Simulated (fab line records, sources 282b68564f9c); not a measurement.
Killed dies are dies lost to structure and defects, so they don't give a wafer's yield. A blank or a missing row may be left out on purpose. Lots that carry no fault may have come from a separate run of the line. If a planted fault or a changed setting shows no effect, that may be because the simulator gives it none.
Split-lot experiment | flow rit-cmos | 23 wafers read across 5 lots, on a route 202 steps long

== ABOUT THE SPLIT ==
At RIT_ACTIVE_COAT_06 (resist thk 1000 nm), the setting resist-thk-nm was moved away from the recipe's 1000 nm on 11 of the 23 wafers read, by -4.5% to +4.9%. All remaining wafers had this setting at the recipe value.

The reading is taken at the split's own step.

== THE READING ==
NOVOLAK_of_ACTIVE_COAT_06.thk-nm (the simulator's own value, which no gauge read), in nm, at RIT_ACTIVE_COAT_06 (resist thk 1000 nm). The file does not state a usual value for it. Across the 12 wafers here that went through the recipe, the average is 997.7 nm and the standard deviation 1.9 nm.

wafer  | tool, chamber at the split | resist-thk-nm as run, nm | against the recipe | NOVOLAK_of_ACTIVE_COAT_06.thk-nm, nm | against lot-mates on the recipe
L077.1 | litho-track-03, 0          | 955                      | -4.5%              | 953.1                                | -43.1
L077.2 | litho-track-03, 0          | 955                      | -4.5%              | 951                                  | -45.2
L077.3 | litho-track-03, 0          | 955                      | -4.5%              | 952.1                                | -44.1
L077.5 | litho-track-03, 0          | 1000                     | recipe             | 995.7                                | -
L077.6 | litho-track-03, 0          | 1000                     | recipe             | 996.8                                | -
L079.1 | litho-track-03, 0          | 1000                     | recipe             | 997.3                                | -
L079.2 | litho-track-03, 0          | 1049                     | +4.9%              | 1049                                 | +49.5
L079.4 | litho-track-03, 0          | 1000                     | recipe             | 999.1                                | -
L079.5 | litho-track-03, 0          | 1049                     | +4.9%              | 1047                                 | +47.5
L079.6 | litho-track-03, 0          | 1000                     | recipe             | 1002                                 | -
L082.1 | litho-track-01, 0          | 1000                     | recipe             | 994.8                                | -
L082.2 | litho-track-01, 0          | 968.1                    | -3.2%              | 961.3                                | -34.8
L082.3 | litho-track-01, 0          | 968.1                    | -3.2%              | 966.3                                | -29.8
L082.4 | litho-track-01, 0          | 968.1                    | -3.2%              | 965.8                                | -30.2
L082.5 | litho-track-01, 0          | 1000                     | recipe             | 997.3                                | -
L083.1 | litho-track-04, 0          | 1000                     | recipe             | 999.6                                | -
L083.5 | litho-track-04, 0          | 1000                     | recipe             | 998.1                                | -
L083.6 | litho-track-04, 0          | 1000                     | recipe             | 998.2                                | -
L085.2 | litho-track-04, 0          | 1000                     | recipe             | 998.3                                | -
L085.3 | litho-track-04, 0          | 1000                     | recipe             | 995.5                                | -
L085.4 | litho-track-04, 0          | 1038                     | +3.8%              | 1033                                 | +36.1
L085.5 | litho-track-04, 0          | 1038                     | +3.8%              | 1037                                 | +40.1
L085.6 | litho-track-04, 0          | 1038                     | +3.8%              | 1034                                 | +37.1

THE FIT
A straight line over all 23 wafers: NOVOLAK_of_ACTIVE_COAT_06.thk-nm changes by +10.1 nm for each +1% of resist-thk-nm; r = +1.00; the points scatter about the line by 2 nm.
The same after taking each lot's own level away (the mean of its wafers on the recipe; 23 wafers): +9.88 nm for each +1%; r = +1.00; scatter 1.5 nm.
On that fit, the largest move of resist-thk-nm shifts the reading by 48 nm.
Across the lots, their own levels run from 996.05 to 999.47 nm, a range of 1.8 times the standard deviation given above.
So the lot-to-lot level changes the slope little: the two slopes agree.
Check: with one of the wafers moved furthest among these (+4.9%) left out of the fit, the line predicts +48.3 nm for it against its lot-mates. Against them it came out at +49.5 nm.

== ADDITIONAL SPLITS CARRIED BY THESE WAFERS ==
Before the reading, these wafers also passed through other splits. Each is held against what the fit with the lots' levels taken away leaves over:
other split on the same wafers    | wafers away from the commonest value | r with NOVOLAK_of_ACTIVE_COAT_06.thk-nm (lot level and that fit taken away)
RIT_ACTIVE_OXIDATION_01 ox-time-s | 15                                   | +0.04

== THE FILE'S OWN FIT ==
NOVOLAK_of_ACTIVE_COAT_06.thk-nm changes by +9.89 nm for each +1% of resist-thk-nm, r = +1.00.
